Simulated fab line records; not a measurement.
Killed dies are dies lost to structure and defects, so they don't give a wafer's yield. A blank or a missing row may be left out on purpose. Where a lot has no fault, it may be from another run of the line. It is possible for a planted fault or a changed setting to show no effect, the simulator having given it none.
The tool behind it: which one? :: flow berkeley cmos170 :: 42 wafers from 14 lots sampled at 6 of the route's 331 steps

## WHAT THE GAUGES READ, wafer by wafer
UCB170_NLDD_TW_MEAS_11.
lot: L981
measured: day 5 21:55
on: film metro-02
NLDD_TW: 2241 2230 2224

lot: L985
measured: day 6 23:32
on: film metro-04
NLDD_TW: 2218 2217 2213

lot: L987
measured: day 7 09:59
on: film metro-03
NLDD_TW: 2215 2237 2219

lot: L986
measured: day 7 12:34
on: film metro-02
NLDD_TW: 2240 2220 2228

lot: L989
measured: day 7 15:12
on: film metro-02
NLDD_TW: 2222 2217 2219

lot: L988
measured: day 7 15:24
on: film metro-02
NLDD_TW: 2231 2231 2228

lot: L990
measured: day 7 21:44
on: film metro-03
NLDD_TW: 2220 2214 2222

lot: L992
measured: day 8 18:08
on: film metro-03
NLDD_TW: 2212 2212 2214

lot: L994
measured: day 9 01:05
on: film metro-02
NLDD_TW: 2227 2219 2214

lot: L993
measured: day 9 01:29
on: film metro-03
NLDD_TW: 2202 2201 2203

lot: L997
measured: day 9 09:41
on: film metro-03
NLDD_TW: 2216 2193 2202

lot: L995
measured: day 9 10:05
on: film metro-02
NLDD_TW: 2218 2222 2211

lot: L996
measured: day 9 21:11
on: film metro-02
NLDD_TW: 2224 2218 2215

lot: L998
measured: day 10 11:22
on: film metro-03
NLDD_TW: 2215 2211 2230

UCB170_SILICIDE_THK_MEAS_03: measures by xrf.
lot: L981
measured: day 6 09:20
on: film metro-01
SILICIDE_TI_THK (nm): 30.4 30.4 30.6

lot: L985
measured: day 7 09:05
on: film metro-04
SILICIDE_TI_THK (nm): 29.8 30.0 29.9

lot: L987
measured: day 7 18:51
on: film metro-02
SILICIDE_TI_THK (nm): 29.9 29.8 29.8

lot: L986
measured: day 7 23:16
on: film metro-04
SILICIDE_TI_THK (nm): 30.0 29.6 30.3

lot: L989
measured: day 7 23:52
on: film metro-04
SILICIDE_TI_THK (nm): 30.2 30.7 30.4

lot: L988
measured: day 7 23:41
on: film metro-01
SILICIDE_TI_THK (nm): 30.2 30.2 30.1

lot: L990
measured: day 8 11:50
on: film metro-01
SILICIDE_TI_THK (nm): 30.1 30.3 30.0

lot: L992
measured: day 9 06:39
on: film metro-01
SILICIDE_TI_THK (nm): 30.5 30.4 30.8

lot: L994
measured: day 9 12:32
on: film metro-01
SILICIDE_TI_THK (nm): 30.4 30.8 30.6

lot: L993
measured: day 9 12:37
on: film metro-04
SILICIDE_TI_THK (nm): 29.9 29.9 29.9

lot: L997
measured: day 9 21:55
on: film metro-04
SILICIDE_TI_THK (nm): 30.4 30.4 30.4

lot: L995
measured: day 9 21:43
on: film metro-02
SILICIDE_TI_THK (nm): 29.8 29.7 30.0

lot: L996
measured: day 10 07:13
on: film metro-02
SILICIDE_TI_THK (nm): 30.1 30.1 30.4

lot: L998
measured: day 10 22:40
on: film metro-01
SILICIDE_TI_THK (nm): 30.1 29.9 30.2

UCB170_M1_CD_MEAS_90: target cd 700 nm.
lot: L981
measured: day 6 16:59
on: cd sem-02
cd nm (nm): 701.9 701.1 699.7

lot: L985
measured: day 7 18:29
on: cd sem-02
cd nm (nm): 698.4 698.5 699.3

lot: L987
measured: day 8 01:31
on: cd sem-01
cd nm (nm): 704.4 701.9 705.0

lot: L986
measured: day 8 05:24
on: cd sem-02
cd nm (nm): 703.8 704.5 702.6

lot: L989
measured: day 8 07:51
on: cd sem-02
cd nm (nm): 702.4 697.0 701.3

lot: L988
measured: day 8 06:13
on: cd sem-01
cd nm (nm): 698.4 700.2 697.7

lot: L990
measured: day 8 18:37
on: cd sem-01
cd nm (nm): 698.0 700.1 696.8

lot: L992
measured: day 9 12:57
on: cd sem-01
cd nm (nm): 700.1 702.2 701.0

lot: L994
measured: day 9 20:48
on: cd sem-02
cd nm (nm): 701.2 701.9 701.4

lot: L993
measured: day 9 20:10
on: cd sem-02
cd nm (nm): 700.4 699.2 701.2

lot: L997
measured: day 10 06:26
on: cd sem-02
cd nm (nm): 691.4 698.7 698.5

lot: L995
measured: day 10 03:55
on: cd sem-01
cd nm (nm): 699.1 698.2 699.6

lot: L996
measured: day 10 14:35
on: cd sem-01
cd nm (nm): 694.0 695.9 696.5

lot: L998
measured: day 11 06:56
on: cd sem-02
cd nm (nm): 701.9 699.6 701.3

## EACH LOT AND THE TOOL THAT RAN IT (in order: tool; ch and the chambers of the sampled wafers; start)
lot: L981
UCB170_SILICIDE_SPUTTER_01: pvd sputter-03, day 6 09:10
UCB170_M1_METAL_ETCH_12: rie metal-04 ch 1, day 6 16:44
UCB170_M1_STRIP_13: plasma asher-03 ch 0,1, day 6 16:52

lot: L985
UCB170_SILICIDE_SPUTTER_01: pvd sputter-04, day 7 08:55
UCB170_M1_METAL_ETCH_12: rie metal-04 ch 0,1, day 7 18:16
UCB170_M1_STRIP_13: plasma asher-03 ch 0,1, day 7 18:23

lot: L987
UCB170_SILICIDE_SPUTTER_01: pvd sputter-03, day 7 18:42
UCB170_M1_METAL_ETCH_12: rie metal-02 ch 0, day 8 01:09
UCB170_M1_STRIP_13: plasma asher-03 ch 0,1, day 8 01:25

lot: L986
UCB170_SILICIDE_SPUTTER_01: pvd sputter-04, day 7 23:07
UCB170_M1_METAL_ETCH_12: rie metal-01 ch 0,1, day 8 05:09
UCB170_M1_STRIP_13: plasma asher-01 ch 0,1, day 8 05:17

lot: L989
UCB170_SILICIDE_SPUTTER_01: pvd sputter-03, day 7 23:42
UCB170_M1_METAL_ETCH_12: rie metal-04 ch 0,1, day 8 07:35
UCB170_M1_STRIP_13: plasma asher-03 ch 0,1, day 8 07:43

lot: L988
UCB170_SILICIDE_SPUTTER_01: pvd sputter-02, day 7 23:31
UCB170_M1_METAL_ETCH_12: rie metal-02 ch 0, day 8 05:54
UCB170_M1_STRIP_13: plasma asher-03 ch 0,1, day 8 06:07

lot: L990
UCB170_SILICIDE_SPUTTER_01: pvd sputter-04, day 8 11:41
UCB170_M1_METAL_ETCH_12: rie metal-04 ch 0,1, day 8 18:22
UCB170_M1_STRIP_13: plasma asher-02 ch 0,1, day 8 18:31

lot: L992
UCB170_SILICIDE_SPUTTER_01: pvd sputter-04, day 9 06:29
UCB170_M1_METAL_ETCH_12: rie metal-04 ch 0, day 9 12:41
UCB170_M1_STRIP_13: plasma asher-02 ch 0,1, day 9 12:50

lot: L994
UCB170_SILICIDE_SPUTTER_01: pvd sputter-02, day 9 12:23
UCB170_M1_METAL_ETCH_12: rie metal-04 ch 0,1, day 9 20:34
UCB170_M1_STRIP_13: plasma asher-01 ch 0,1, day 9 20:42

lot: L993
UCB170_SILICIDE_SPUTTER_01: pvd sputter-03, day 9 12:26
UCB170_M1_METAL_ETCH_12: rie metal-01 ch 0,1, day 9 19:56
UCB170_M1_STRIP_13: plasma asher-02 ch 0,1, day 9 20:04

lot: L997
UCB170_SILICIDE_SPUTTER_01: pvd sputter-02, day 9 21:46
UCB170_M1_METAL_ETCH_12: rie metal-04 ch 0,1, day 10 06:11
UCB170_M1_STRIP_13: plasma asher-01 ch 0,1, day 10 06:19

lot: L995
UCB170_SILICIDE_SPUTTER_01: pvd sputter-04, day 9 21:32
UCB170_M1_METAL_ETCH_12: rie metal-04 ch 0,1, day 10 03:41
UCB170_M1_STRIP_13: plasma asher-02 ch 0,1, day 10 03:49

lot: L996
UCB170_SILICIDE_SPUTTER_01: pvd sputter-04, day 10 07:03
UCB170_M1_METAL_ETCH_12: rie metal-04 ch 0,1, day 10 14:22
UCB170_M1_STRIP_13: plasma asher-01 ch 0,1, day 10 14:29

lot: L998
UCB170_SILICIDE_SPUTTER_01: pvd sputter-02, day 10 22:31
UCB170_M1_METAL_ETCH_12: rie metal-02 ch 0,1, day 11 06:34
UCB170_M1_STRIP_13: plasma asher-02 ch 0,1, day 11 06:42
- UCB170_SILICIDE_SPUTTER_01: material Ti, target thk 30 nm, time 25 s.
- UCB170_M1_METAL_ETCH_12: etches Al in Cl2/BCl3, stops on PSG, target depth 780 nm, time 130 s.
- UCB170_M1_STRIP_13: strips in O2.

## WHAT THE TOOLS THEMSELVES READ (means of the sampled wafers that have a number; where no wafer has one, the mark that the record gives instead)
UCB170_SILICIDE_SPUTTER_01.
lot: L981
tool: pvd sputter-03
throttle valve pct (%): 30.6

lot: L985
tool: pvd sputter-04
throttle valve pct (%): 28.9

lot: L987
tool: pvd sputter-03
throttle valve pct (%): 30.4

lot: L986
tool: pvd sputter-04
throttle valve pct (%): 30.2

lot: L989
tool: pvd sputter-03
throttle valve pct (%): 30.6

lot: L988
tool: pvd sputter-02
throttle valve pct (%): 29.2

lot: L990
tool: pvd sputter-04
throttle valve pct (%): 30.1

lot: L992
tool: pvd sputter-04
throttle valve pct (%): 30.3

lot: L994
tool: pvd sputter-02
throttle valve pct (%): 29.5

lot: L993
tool: pvd sputter-03
throttle valve pct (%): 30.6

lot: L997
tool: pvd sputter-02
throttle valve pct (%): 28.8

lot: L995
tool: pvd sputter-04
throttle valve pct (%): 30.8

lot: L996
tool: pvd sputter-04
throttle valve pct (%): 30.4

lot: L998
tool: pvd sputter-02
throttle valve pct (%): 29.0

UCB170_M1_METAL_ETCH_12.
lot: L981
tool: rie metal-04
chamber pressure mTorr (mTorr): 11.997
drypump motor current A (A): 6.0
oes product au (a.u.): 0.841
throttle valve pct (%): 24.55

lot: L985
tool: rie metal-04
chamber pressure mTorr (mTorr): 12.002
drypump motor current A (A): 5.4
oes product au (a.u.): 0.851
throttle valve pct (%): 24.80

lot: L987
tool: rie metal-02
chamber pressure mTorr (mTorr): 12.003
drypump motor current A (A): 6.3
oes product au (a.u.): 0.865
throttle valve pct (%): 24.50

lot: L986
tool: rie metal-01
chamber pressure mTorr (mTorr): 12.016
drypump motor current A (A): 5.8
oes product au (a.u.): 0.866
throttle valve pct (%): 24.38

lot: L989
tool: rie metal-04
chamber pressure mTorr (mTorr): 12.012
drypump motor current A (A): 5.7
oes product au (a.u.): 0.852
throttle valve pct (%): 24.67

lot: L988
tool: rie metal-02
chamber pressure mTorr (mTorr): 12.002
drypump motor current A (A): 6.3
oes product au (a.u.): 0.866
throttle valve pct (%): 24.50

lot: L990
tool: rie metal-04
chamber pressure mTorr (mTorr): 12.008
drypump motor current A (A): 5.7
oes product au (a.u.): 0.854
throttle valve pct (%): 24.67

lot: L992
tool: rie metal-04
chamber pressure mTorr (mTorr): 11.995
drypump motor current A (A): 5.1
oes product au (a.u.): 0.860
throttle valve pct (%): 24.92

lot: L994
tool: rie metal-04
chamber pressure mTorr (mTorr): 11.992
drypump motor current A (A): 5.5
oes product au (a.u.): 0.852
throttle valve pct (%): 24.81

lot: L993
tool: rie metal-01
chamber pressure mTorr (mTorr): 12.004
drypump motor current A (A): 5.9
oes product au (a.u.): 0.845
throttle valve pct (%): 24.39

lot: L997
tool: rie metal-04
chamber pressure mTorr (mTorr): 12.018
drypump motor current A (A): 5.4
oes product au (a.u.): 0.832
throttle valve pct (%): 24.82

lot: L995
tool: rie metal-04
chamber pressure mTorr (mTorr): 11.997
drypump motor current A (A): 5.7
oes product au (a.u.): 0.842
throttle valve pct (%): 24.68

lot: L996
tool: rie metal-04
chamber pressure mTorr (mTorr): 12.003
drypump motor current A (A): 5.4
oes product au (a.u.): 0.821
throttle valve pct (%): 24.81

lot: L998
tool: rie metal-02
chamber pressure mTorr (mTorr): 12.007
drypump motor current A (A): 6.2
oes product au (a.u.): 0.858
throttle valve pct (%): 24.51

UCB170_M1_STRIP_13.
lot: L981
tool: plasma asher-03
chamber pressure mTorr (mTorr): 3505
drypump motor current A (A): 6.6
oes product au (a.u.): 0.718

lot: L985
tool: plasma asher-03
chamber pressure mTorr (mTorr): 3502
drypump motor current A (A): 6.6
oes product au (a.u.): 0.720

lot: L987
tool: plasma asher-03
chamber pressure mTorr (mTorr): 3499
drypump motor current A (A): 6.6
oes product au (a.u.): 0.719

lot: L986
tool: plasma asher-01
chamber pressure mTorr (mTorr): 3500
drypump motor current A (A): 5.6
oes product au (a.u.): 0.720

lot: L989
tool: plasma asher-03
chamber pressure mTorr (mTorr): 3499
drypump motor current A (A): 6.6
oes product au (a.u.): 0.718

lot: L988
tool: plasma asher-03
chamber pressure mTorr (mTorr): 3500
drypump motor current A (A): 6.6
oes product au (a.u.): 0.715

lot: L990
tool: plasma asher-02
chamber pressure mTorr (mTorr): 3499
drypump motor current A (A): 6.0
oes product au (a.u.): 0.720

lot: L992
tool: plasma asher-02
chamber pressure mTorr (mTorr): 3500
drypump motor current A (A): 5.9
oes product au (a.u.): 0.722

lot: L994
tool: plasma asher-01
chamber pressure mTorr (mTorr): 3501
drypump motor current A (A): 5.4
oes product au (a.u.): 0.720

lot: L993
tool: plasma asher-02
chamber pressure mTorr (mTorr): 3501
drypump motor current A (A): 5.9
oes product au (a.u.): 0.719

lot: L997
tool: plasma asher-01
chamber pressure mTorr (mTorr): 3501
drypump motor current A (A): 5.5
oes product au (a.u.): 0.720

lot: L995
tool: plasma asher-02
chamber pressure mTorr (mTorr): 3501
drypump motor current A (A): 6.1
oes product au (a.u.): 0.722

lot: L996
tool: plasma asher-01
chamber pressure mTorr (mTorr): 3498
drypump motor current A (A): 5.4
oes product au (a.u.): 0.716

lot: L998
tool: plasma asher-02
chamber pressure mTorr (mTorr): 3498
drypump motor current A (A): 6.1
oes product au (a.u.): 0.722

## THE ANSWER, worked out from the rows above alone
Rule: usual is defined by the lots themselves. The widest of any qualifying gaps counts: lots, ordered by their means at a reading, are off when they make up no more than a third of the lots, leave a main group of 4 or more, and stand apart from it by 3 or more times the standard deviation of that group's means. Not used: any main group whose means are identical at the precision the tables above print for the reading. A lot without any number at a reading at which 4 lots or more have one is off too. The other lots that the step has rows for count as sound. First the gauges in route order, then the tools' own readings, where a lot's mean is used as printed above. At the first step where some lot is off, the reading lying furthest off is the one used; lots without a number count as furthest.
No lot is off at any reading shown: from this, nothing can be told.

## WHAT THE SIMULATOR HAD PUT IN
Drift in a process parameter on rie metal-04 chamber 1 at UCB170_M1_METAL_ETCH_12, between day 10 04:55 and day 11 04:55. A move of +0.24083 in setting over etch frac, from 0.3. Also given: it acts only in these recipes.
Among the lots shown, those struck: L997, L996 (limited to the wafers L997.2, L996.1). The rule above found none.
